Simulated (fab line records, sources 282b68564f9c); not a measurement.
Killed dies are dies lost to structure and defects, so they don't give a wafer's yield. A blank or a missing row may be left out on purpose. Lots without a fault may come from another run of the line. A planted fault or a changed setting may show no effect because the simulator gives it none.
fab line records | flow rit_cmos
record lots=7 wafers=21 last_day=7
route steps=202 shown FOX2@24 NWELL@28 PWELL@39 WELLDRIVE@50 M1@202
lots that met no fault: from a run of the same line without faults
start_h: hours from the record's first day to the start of the lot's first wafer shown | wait_h: hours since the lot's step before | " the same as in the row above | L1.1+2: a row that stands for several wafers | - no value, or no start given | * or withheld: withheld | < > ~ a bound
route shown NAME@n: a module of which the file shows steps, and the number in the route of the first | usual: mean/standard deviation of fault-free wafers | same: alike in all rows | chamber/n: place in a boat | sites: the reading at each site | _std_site: their standard deviation | _edge_site: outer sites' mean less inner sites' | radius_mm: how far each site lies from the wafer's centre | mask NAME#n: copy n | behind: the tool/chamber that last shaped the wafer | hold: why the lot was held/for how many hours/how that ended | device: the transistor (n, p or np) that didn't switch | end of line: the same wafers' tests at the end of the route | a step without rows: its recipe alone | killed: dies lost to structure and defects at the first sort, not the wafer's yield | map: a wafer's dies, x killed, . not, _ none there
set.NAME: the setting as run; set.NAME@STEP: as run at that earlier step | model.NAME: the simulator's own value behind a step, which no gauge read
lots at some steps of the route; a table a step, a row a wafer
services: from which hour (start_h, from the record's first day; less than 0 if before it) a tool's chamber was out of use, for how many hours, and why
## steps
# step RIT_FOX2_THK_MEAS_01
# recipe reads=SiO2_of_FOX2_OXIDATION_00
# usual FOX2_OXIDE_THK=349/6.6
# columns lot.wafer tool chamber start_h wait_h FOX2_OXIDE_THK[nm]
L464.1 film_metro-01 - 39.97 0.0 354
L464.2 " - " " 347
L464.3 " - " " 349
L466.1 film_metro-01 - 49.55 0.0 358
L466.2 " - " " 353
L466.3 " - " " 353
L469.1 film_metro-04 - 64.07 0.0 341
L469.4 " - " " 349
L469.6 " - " " 348
L473.3 film_metro-04 - 84.79 0.0 342
L473.4 " - " " 340
L473.5 " - " " 337
L475.3 film_metro-03 - 93.66 0.0 341
L475.4 " - " " 342
L475.6 " - " " 343
L478.3 film_metro-04 - 110.99 0.0 362
L478.5 " - " " 361
L478.6 " - " " 355
L479.1 film_metro-04 - 117.87 0.0 352
L479.5 " - " " 355
L479.6 " - " " 352
# step RIT_FOX2_CLEAN_02
# recipe chemistry=dHF dilution=50:1 time_s=180
# step RIT_FOX2_WET_ETCH_03
# recipe chemistry=H3PO4 target=Si3N4 target_depth_nm=195 temp_c=165 time_s=2700
# step RIT_FOX2_THK_MEAS_90
# recipe reads=SiO2_of_FOX2_OXIDATION_00
# usual FIELD_OXIDE_LEFT_1_THK=322/6.7
# columns lot.wafer tool chamber start_h wait_h FIELD_OXIDE_LEFT_1_THK[nm]
L464.1 film_metro-01 - 40.92 0.0 327
L464.2 " - " " 320
L464.3 " - " " 321
L466.1 film_metro-04 - 50.43 0.0 331
L466.2 " - " " 326
L466.3 " - " " 326
L469.1 film_metro-01 - 65.02 0.0 314
L469.4 " - " " 323
L469.6 " - " " 321
L473.3 film_metro-03 - 85.74 0.0 315
L473.4 " - " " 313
L473.5 " - " " 310
L475.3 film_metro-04 - 94.54 0.0 314
L475.4 " - " " 315
L475.6 " - " " 316
L478.3 film_metro-03 - 111.88 0.0 335
L478.5 " - " " 334
L478.6 " - " " 328
L479.1 film_metro-01 - 118.75 0.0 323
L479.5 " - " " 326
L479.6 " - " " 324
# step RIT_NWELL_HMDS_00
# recipe prime_time_s=60 prime_temp_c=140
# step RIT_NWELL_COAT_01
# recipe resist=NOVOLAK spin_rpm=2000 resist_thk_nm=1300
# step RIT_NWELL_SOFTBAKE_02
# recipe resist=NOVOLAK temp_c=90 time_s=60
# step RIT_NWELL_EXPOSE_03
# recipe mask_id=M2 na=0.57 target_cd_nm=43900 dose_mj=250
# step RIT_NWELL_PEB_04
# recipe resist=NOVOLAK temp_c=withheld time_s=withheld
# step RIT_NWELL_DEVELOP_05
# recipe resist=NOVOLAK develop_time_s=68 dev_temp_c=23
# step RIT_NWELL_OVL_MEAS_06
# usual NWELL_OVL=0.5/1.4
# columns lot.wafer tool chamber start_h wait_h NWELL_OVL[nm]
L464.1 overlay-01 - 41.98 - 0.8
L464.2 " - " " 1.0
L464.3 " - " " 1.9
L466.1 overlay-01 - 51.37 - 2.4
L466.2 " - " " 3.7
L466.3 " - " " 3.9
L469.1 overlay-01 - 65.96 - 1.4
L469.4 " - " " 1.1
L469.6 " - " " 2.8
L473.3 overlay-01 - 86.83 - 1.4
L473.4 " - " " 1.3
L473.5 " - " " 2.2
L475.3 overlay-01 - 95.47 - 2.1
L475.4 " - " " -0.1
L475.6 " - " " 1.8
L478.3 overlay-02 - 112.93 - -0.6
L478.5 " - " " 1.3
L478.6 " - " " 1.7
L479.1 overlay-02 - 119.82 - -2.5
L479.5 " - " " -2.1
L479.6 " - " " -2.6
# step RIT_NWELL_HARDBAKE_07
# recipe resist=NOVOLAK temp_c=140 time_s=120
# step RIT_NWELL_IMPLANT_08
# recipe species=P energy_kev=170 dose_cm2=5e+13 tilt_deg=7
# usual dose_ions_cm2=5.001e+13/5.6e+10 faraday_current_uA=158/3.2
# columns lot.wafer tool chamber start_h wait_h dose_ions_cm2 faraday_current_uA
L464.1 implanter-02 0 42.27 0.2 5.001e+13 154
L464.2 " 0 " " 5.006e+13 160
L464.3 " 0 " " 5.012e+13 161
L466.1 implanter-03 0 51.65 0.2 5.004e+13 160
L466.2 " 0 " " 5.009e+13 160
L466.3 " 0 " " 5.009e+13 156
L469.1 implanter-02 0 66.25 0.2 6.51e+13 202
L469.4 " 0 " " 6.507e+13 207
L469.6 " 0 " " 6.502e+13 204
L473.3 implanter-02 0 87.16 0.2 6.503e+13 202
L473.4 " 0 " " 6.504e+13 205
L473.5 " 0 " " 6.498e+13 199
L475.3 implanter-02 0 95.86 0.2 6.501e+13 203
L475.4 " 0 " " 6.494e+13 199
L475.6 " 0 " " 6.495e+13 203
L478.3 implanter-03 0 113.26 0.2 4.994e+13 165
L478.5 " 0 " " 4.991e+13 163
L478.6 " 0 " " 5.005e+13 157
L479.1 implanter-01 0 120.10 0.2 5.004e+13 159
L479.5 " 0 " " 4.995e+13 156
L479.6 " 0 " " 5.004e+13 157
# step RIT_NWELL_STRIP_09
# recipe chemistry=O2 time_s=180 resist=NOVOLAK platen_temp_c=withheld power_w=500 pressure_mtorr=4000 o2_flow_sccm=4000
# usual drypump_motor_current_A=5.6/0.4
# columns lot.wafer tool chamber start_h wait_h drypump_motor_current_A rf_hours_counter_h
L464.1 plasma_asher-04 1 42.42 0.1 5.2 25
L464.2 " 0 " " 6.1 25
L464.3 " 1 " " 5.3 -
L466.1 plasma_asher-01 1 51.80 0.1 5.8 42
L466.2 " 0 " " 5.9 42
L466.3 " 0 " " 5.9 -
L469.1 plasma_asher-02 1 66.40 0.1 4.9 41
L469.4 " 1 " " 4.9 -
L469.6 " 1 " " 4.9 -
L473.3 plasma_asher-02 0 87.31 0.1 5.6 -
L473.4 " 1 " " 4.9 -
L473.5 " 0 " " 5.6 -
L475.3 plasma_asher-04 0 96.02 0.1 6.1 -
L475.4 " 1 " " 5.2 -
L475.6 " 0 " " 6.1 -
L478.3 plasma_asher-02 1 113.42 0.1 4.9 -
L478.5 " 1 " " 4.9 -
L478.6 " 0 " " 5.6 -
L479.1 plasma_asher-01 0 120.25 0.1 5.9 0
L479.5 " 1 " " 5.8 -
L479.6 " 0 " " 5.9 -
# step RIT_NWELL_TW_MEAS_10
# usual NWELL_TW=2137/9.7
# columns lot.wafer tool chamber start_h wait_h NWELL_TW
L464.1 film_metro-03 - 42.59 0.1 2132
L464.2 " - " " 2141
L464.3 " - " " 2149
L466.1 film_metro-01 - 51.98 0.1 2137
L466.2 " - " " 2132
L466.3 " - " " 2133
L469.1 film_metro-01 - 66.57 0.1 2309
L469.4 " - " " 2323
L469.6 " - " " 2316
L473.3 film_metro-02 - 87.45 0.1 2340
L473.4 " - " " 2348
L473.5 " - " " 2337
L475.3 film_metro-01 - 96.16 0.1 2318
L475.4 " - " " 2317
L475.6 " - " " 2319
L478.3 film_metro-01 - 113.55 0.1 2132
L478.5 " - " " 2137
L478.6 " - " " 2143
L479.1 film_metro-01 - 120.43 0.1 2134
L479.5 " - " " 2128
L479.6 " - " " 2128
# step RIT_PWELL_HMDS_00
# recipe prime_time_s=60 prime_temp_c=140
# step RIT_PWELL_COAT_01
# recipe resist=NOVOLAK spin_rpm=2000 resist_thk_nm=1300
# step RIT_PWELL_SOFTBAKE_02
# recipe resist=NOVOLAK temp_c=90 time_s=60
# step RIT_PWELL_EXPOSE_03
# recipe mask_id=M3 na=0.57 target_cd_nm=43700 dose_mj=250
# step RIT_PWELL_PEB_04
# recipe resist=NOVOLAK temp_c=withheld time_s=withheld
# step RIT_PWELL_DEVELOP_05
# recipe resist=NOVOLAK develop_time_s=68 dev_temp_c=23
# step RIT_PWELL_OVL_MEAS_06
# usual PWELL_OVL=-0.1/1.3
# columns lot.wafer tool chamber start_h wait_h PWELL_OVL[nm]
L464.1 overlay-01 - 43.66 - -1.8
L464.2 " - " " -2.0
L464.3 " - " " -1.2
L466.1 overlay-01 - 53.05 - 1.3
L466.2 " - " " 0.2
L466.3 " - " " 2.6
L469.1 overlay-02 - 67.64 - -0.1
L469.4 " - " " 1.9
L469.6 " - " " -0.1
L473.3 overlay-02 - 88.38 - -2.8
L473.4 " - " " -1.0
L473.5 " - " " 0.3
L475.3 overlay-01 - 97.09 - 2.1
L475.4 " - " " -0.6
L475.6 " - " " 1.7
L478.3 overlay-01 - 114.48 - 1.0
L478.5 " - " " 1.7
L478.6 " - " " 0.2
L479.1 overlay-02 - 121.49 - 0.3
L479.5 " - " " 0.1
L479.6 " - " " 0.6
# step RIT_PWELL_HARDBAKE_07
# recipe resist=NOVOLAK temp_c=140 time_s=120
# step RIT_PWELL_IMPLANT_08
# recipe species=B energy_kev=170 dose_cm2=7e+13 tilt_deg=7
# step RIT_PWELL_STRIP_09
# recipe chemistry=O2 time_s=180 resist=NOVOLAK platen_temp_c=withheld power_w=500 pressure_mtorr=4000 o2_flow_sccm=4000
# usual drypump_motor_current_A=5.6/0.37
# columns lot.wafer tool chamber start_h wait_h drypump_motor_current_A rf_hours_counter_h
L464.1 plasma_asher-03 1 44.09 0.1 5.5 40
L464.2 " 0 " " 5.1 40
L464.3 " 1 " " 5.5 -
L466.1 plasma_asher-01 0 53.49 0.1 5.9 42
L466.2 " 1 " " 5.8 42
L466.3 " 1 " " 5.8 -
L469.1 plasma_asher-04 0 68.08 0.1 6.1 27
L469.4 " 1 " " 5.3 -
L469.6 " 0 " " 6.1 -
L473.3 plasma_asher-03 0 88.87 0.1 5.1 -
L473.4 " 1 " " 5.5 -
L473.5 " 0 " " 5.1 -
L475.3 plasma_asher-04 1 97.57 0.1 5.3 -
L475.4 " 0 " " 6.2 -
L475.6 " 1 " " 5.3 -
L478.3 plasma_asher-03 1 114.97 0.1 5.4 -
L478.5 " 0 " " 5.1 -
L478.6 " 1 " " 5.5 -
L479.1 plasma_asher-03 1 121.93 0.1 5.4 48
L479.5 " 0 " " 5.1 -
L479.6 " 1 " " 5.5 -
# step RIT_PWELL_TW_MEAS_10
# usual PWELL_TW=950/5.6
# columns lot.wafer tool chamber start_h wait_h PWELL_TW
L464.1 film_metro-01 - 44.27 0.1 946
L464.2 " - " " 955
L464.3 " - " " 949
L466.1 film_metro-01 - 53.66 0.1 947
L466.2 " - " " 945
L466.3 " - " " 950
L469.1 film_metro-03 - 68.26 0.1 949
L469.4 " - " " 947
L469.6 " - " " 942
L473.3 film_metro-02 - 89.00 0.1 960
L473.4 " - " " 963
L473.5 " - " " 955
L475.3 film_metro-03 - 97.71 0.1 951
L475.4 " - " " 948
L475.6 " - " " 944
L478.3 film_metro-03 - 115.10 0.1 948
L478.5 " - " " 953
L478.6 " - " " 949
L479.1 film_metro-03 - 122.10 0.1 942
L479.5 " - " " 940
L479.6 " - " " 943
# step RIT_WELLDRIVE_ANNEAL_00
# recipe temp_c=1100 time_s=14700 ambient=N2
# step RIT_WELLDRIVE_RS_MEAS_01
# recipe thk_meas_gauge=four-point-probe
# usual NWELL_RS=275.3/0.91
# columns lot.wafer tool chamber start_h wait_h NWELL_RS[ohm/sq]
L464.1 film_metro-03 - 50.41 0.0 275.4
L464.2 " - " " 276.0
L464.3 " - " " 274.7
L466.1 film_metro-02 - 58.80 0.0 273.5
L466.2 " - " " 273.6
L466.3 " - " " 274.1
L469.1 film_metro-01 - 73.48 0.0 234.6
L469.4 " - " " 234.8
L469.6 " - " " 234.3
L473.3 film_metro-03 - 94.21 0.0 236.1
L473.4 " - " " 235.7
L473.5 " - " " 235.5
L475.3 film_metro-01 - 104.05 0.0 235.8
L475.4 " - " " 235.2
L475.6 " - " " 235.3
L478.3 film_metro-02 - 120.43 0.0 275.8
L478.5 " - " " 275.2
L478.6 " - " " 274.7
L479.1 film_metro-01 - 127.25 0.0 276.2
L479.5 " - " " 276.9
L479.6 " - " " 277.2
# step RIT_WELLDRIVE_RS_MEAS_02
# recipe thk_meas_gauge=four-point-probe
# usual PWELL_RS=429.6/1.2
# columns lot.wafer tool chamber start_h wait_h PWELL_RS[ohm/sq]
L464.1 film_metro-03 - 50.53 0.1 429.3
L464.2 " - " " 428.9
L464.3 " - " " 428.5
L466.1 film_metro-02 - 58.92 0.1 429.1
L466.2 " - " " 429.3
L466.3 " - " " 429.5
L469.1 film_metro-01 - 73.60 0.1 430.1
L469.4 " - " " 429.4
L469.6 " - " " 430.4
L473.3 film_metro-03 - 94.33 0.1 428.6
L473.4 " - " " 428.3
L473.5 " - " " 428.7
L475.3 film_metro-01 - 104.17 0.1 430.4
L475.4 " - " " 429.3
L475.6 " - " " 430.0
L478.3 film_metro-02 - 120.55 0.1 430.3
L478.5 " - " " 429.2
L478.6 " - " " 431.0
L479.1 film_metro-01 - 127.37 0.1 433.0
L479.5 " - " " 432.7
L479.6 " - " " 433.5
# step RIT_M1_PROBE_99
# usual killed_at_contacts=0.0/0.22 killed_at_front_end=7/3.1 killed_dies=7/3.1 killed_open=3.5/2 killed_short=3.3/2
# same gross_dies=264 killed_at_M0_to_M3=0 killed_at_M4_up=0 killed_at_back_side=0 killed_at_other=0
# columns lot.wafer tool chamber start_h wait_h killed_at_contacts killed_at_front_end killed_dies killed_open killed_short model.etest.pmos_0p3.r_on_ohm_um model.etest.pmos_turned.r_on_ohm_um model.etest.nwell_pinched.rs_ohm_sq model.etest.well_edge_right.line_ohm_um model.etest.well_edge_left.line_ohm_um model.etest.pmos_0p15.drive_ua_um model.etest.pmos_turned.drive_ua_um model.etest.pmos_0p3.drive_ua_um
L464.1 prober-02 - 85.25 0.1 0 5 5 2 3 6084 3306 339.5 183.3 184.4 265.3 204.1 105.7
L464.2 prober-02 - 85.30 0.1 0 2 2 1 1 5990 3188 339.1 183.1 181.8 271.2 210.4 107.6
L464.3 prober-02 - 85.35 0.2 0 11 11 5 6 6149 3285 338.6 184.1 181.7 264.6 202.8 105.2
L466.1 prober-02 - 89.21 0.1 0 9 9 5 4 6538 3538 339.5 179.5 181.7 243.6 180.9 94.61
L466.2 prober-02 - 89.26 0.1 0 5 5 2 3 6534 3553 338.8 180.9 181.8 243 180.4 95.7
L466.3 prober-02 - 89.31 0.2 0 9 9 4 5 6639 3569 336.9 186.3 183.6 238.7 178.1 91.83
L469.1 prober-01 - 108.21 0.1 0 8 8 4 4 6796 3765 282.4 149.5 149.4 227 163.1 88.21
L469.4 prober-01 - 108.36 0.2 0 6 6 2 4 6707 3620 283.5 150.4 151.1 239.8 169.2 90.4
L469.6 prober-01 - 108.46 0.2 0 4 4 3 1 6650 3700 281.7 150.3 152.7 232.4 169.5 90.48
L473.3 prober-01 - 126.51 0.2 1 11 12 3 9 6808 3903 288.1 153.3 152.6 225.2 157.7 89.91
L473.4 prober-01 - 126.56 0.2 0 11 11 5 6 6793 3828 293.6 152.9 151.3 227 163.6 89.24
L473.5 prober-01 - 126.61 0.2 0 7 7 5 2 6870 3990 290.3 151.9 152.9 221 153.9 88.8
L475.3 prober-01 - 133.45 0.2 0 11 11 6 5 6517 3506 286 154 152.7 249.1 179.6 93.71
L475.4 prober-01 - 133.50 0.2 0 12 12 5 7 6358 3504 281.6 152.6 151.7 248.7 177.7 97.3
L475.6 prober-01 - 133.60 0.2 0 9 9 4 5 6258 3458 284.9 153.8 153.8 252.1 182.5 98.93
L478.3 prober-02 - 152.67 0.2 1 4 5 2 3 6490 3459 342.8 184.2 184.4 249.7 189.4 96.18
L478.5 prober-02 - 152.77 0.2 0 4 4 2 2 6411 3466 335.4 182.3 184 248.2 188.4 97.49
L478.6 prober-02 - 152.82 0.2 0 7 7 4 3 6342 3407 337.9 184 182.5 254.4 193.9 98.74
L479.1 prober-01 - 156.59 0.1 0 3 3 1 2 6408 3673 342 183.8 181.9 244.8 174.1 99.38
L479.5 prober-01 - 156.79 0.2 0 4 4 1 3 6562 3726 342 182 182.1 234.3 170.9 96.92
L479.6 prober-01 - 156.84 0.2 0 6 6 4 2 6574 3698 347.8 182.3 184.5 239.7 176.8 96.14
# killed by level:class
L464.1 FOX1:geometric_particle:short=1 GATE:geometric_particle:open=1 GATE:geometric_particle:short=1 SILICIDE:geometric_particle:short=1 SILICIDE:geometric_particle:open=1
L464.2 GATE:geometric_particle:open=1 GATE:geometric_particle:short=1
L464.3 GATE:geometric_particle:short=3 FOX1:geometric_particle:open=2 GATE:geometric_particle:open=2 REOX:geometric_particle:short=2 FOX1:geometric_particle:short=1 REOX:geometric_particle:open=1
L466.1 SPACER:geometric_particle:short=4 GATE:geometric_particle:open=2 FOX2:geometric_particle:open=1 SPACER:geometric_particle:open=1 SILICIDE:geometric_particle:open=1
L466.2 FOX2:geometric_particle:short=1 GATE:geometric_particle:open=1 REOX:geometric_particle:short=1 SPACER:geometric_particle:open=1 SPACER:geometric_particle:short=1
L466.3 GATE:geometric_particle:short=2 SPACER:geometric_particle:short=2 SPACER:geometric_particle:open=2 GATE:geometric_particle:open=1 REOX:geometric_particle:short=1 SILICIDE:geometric_particle:open=1
L469.1 GATE:geometric_particle:short=3 FOX1:geometric_particle:open=2 GATE:geometric_particle:open=1 REOX:geometric_particle:open=1 SILICIDE:geometric_particle:short=1
L469.4 FOX1:geometric_particle:short=2 FOX1:geometric_particle:open=1 FOX2:geometric_particle:short=1 GATE:geometric_particle:short=1 GATE:geometric_particle:open=1
L469.6 GATE:geometric_particle:short=1 GATE:geometric_particle:open=1 REOX:geometric_particle:open=1 SPACER:geometric_particle:open=1
L473.3 GATE:geometric_particle:short=3 FOX1:geometric_particle:short=2 SILICIDE:geometric_particle:short=2 FOX1:geometric_particle:open=1 FOX2:geometric_particle:open=1 GATE:geometric_particle:open=1 SPACER:geometric_particle:short=1 CONTACT:geometric_particle:short=1
L473.4 FOX1:geometric_particle:short=2 FOX1:geometric_particle:open=2 GATE:geometric_particle:short=2 SPACER:geometric_particle:open=2 FOX2:geometric_particle:short=1 GATE:geometric_particle:open=1 SILICIDE:geometric_particle:short=1
L473.5 FOX1:geometric_particle:open=2 GATE:geometric_particle:open=2 GATE:geometric_particle:short=1 SILICIDE:geometric_particle:short=1 SILICIDE:geometric_particle:open=1
L475.3 GATE:geometric_particle:short=4 GATE:geometric_particle:open=3 FOX1:geometric_particle:open=2 FOX2:geometric_particle:short=1 FOX2:geometric_particle:open=1
L475.4 GATE:geometric_particle:short=4 GATE:geometric_particle:open=3 FOX1:geometric_particle:short=1 FOX2:geometric_particle:short=1 SPACER:geometric_particle:open=1 SILICIDE:geometric_particle:open=1 SILICIDE:geometric_particle:short=1
L475.6 GATE:geometric_particle:short=2 SILICIDE:geometric_particle:open=2 SILICIDE:geometric_particle:short=2 FOX2:geometric_particle:open=1 REOX:geometric_particle:open=1 SPACER:geometric_particle:short=1
L478.3 SPACER:geometric_particle:short=2 GATE:geometric_particle:open=1 SPACER:geometric_particle:open=1 CONTACT:geometric_particle:short=1
L478.5 GATE:geometric_particle:open=2 GATE:geometric_particle:short=2
L478.6 GATE:geometric_particle:open=2 ACTIVE:geometric_particle:open=1 FOX1:geometric_particle:short=1 FOX2:geometric_particle:short=1 REOX:geometric_particle:open=1 REOX:geometric_particle:short=1
L479.1 SILICIDE:geometric_particle:short=2 REOX:geometric_particle:open=1
L479.5 GATE:geometric_particle:short=2 GATE:geometric_particle:open=1 REOX:geometric_particle:short=1
L479.6 GATE:geometric_particle:short=2 FOX1:geometric_particle:open=1 GATE:geometric_particle:open=1 SPACER:geometric_particle:open=1 SILICIDE:geometric_particle:open=1
## services
# columns tool chamber start_h hours kind
implanter-03 - 67.24 5.5 repair
plasma_asher-02 - 75.76 0.5 repair
plasma_asher-01 - 81.88 3.2 repair
plasma_asher-01 - 108.75 9.0 pm
plasma_asher-01 0 108.75 9.0 vent_cycle
plasma_asher-01 1 108.75 9.0 vent_cycle
plasma_asher-01 - 110.76 0.7 repair
plasma_asher-01 0 117.75 - clean
plasma_asher-01 1 117.75 - clean
## key
first_sign step=RIT_NWELL_IMPLANT_08 reading=dose_ions_cm2 direction=up sigmas=99+ usual=5.001e+13 struck=6.502e+13
effect step=RIT_NWELL_IMPLANT_08 reading=faraday_current_uA direction=up sigmas=14 usual=158 struck=203
effect step=RIT_NWELL_TW_MEAS_10 reading=NWELL_TW direction=up sigmas=19 usual=2137 struck=2325
effect step=RIT_WELLDRIVE_RS_MEAS_01 reading=NWELL_RS direction=down sigmas=44 usual=275.3 struck=235.3
model_effect step=RIT_M1_PROBE_99 value=etest.pmos_0p3.r_on_ohm_um without=6341 struck=6640
met_at RIT_NWELL_IMPLANT_08
struck_wafers L469.1,L469.4,L469.6,L473.3,L473.4,L473.5,L475.3,L475.4,L475.6
tester_left_out L469,L473,L475
onset_between 42.27 66.25
fault kind=process_parameter_drift tool=implanter-02 chamber=- onset_h=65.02 steps=RIT_NWELL_IMPLANT_08 channel=dose_cm2 offset=1.5e+13 shape=step end_h=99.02 acts_in=these_recipes_only stated=5e+13
# tester_left_out: of these lots the tester's yield and bins aren't shown, on N5 and GAA mostly nor the transistor test; their killed dies are dies lost to structure and defects alone, not to doping, threshold or leakage, so they don't give the yield
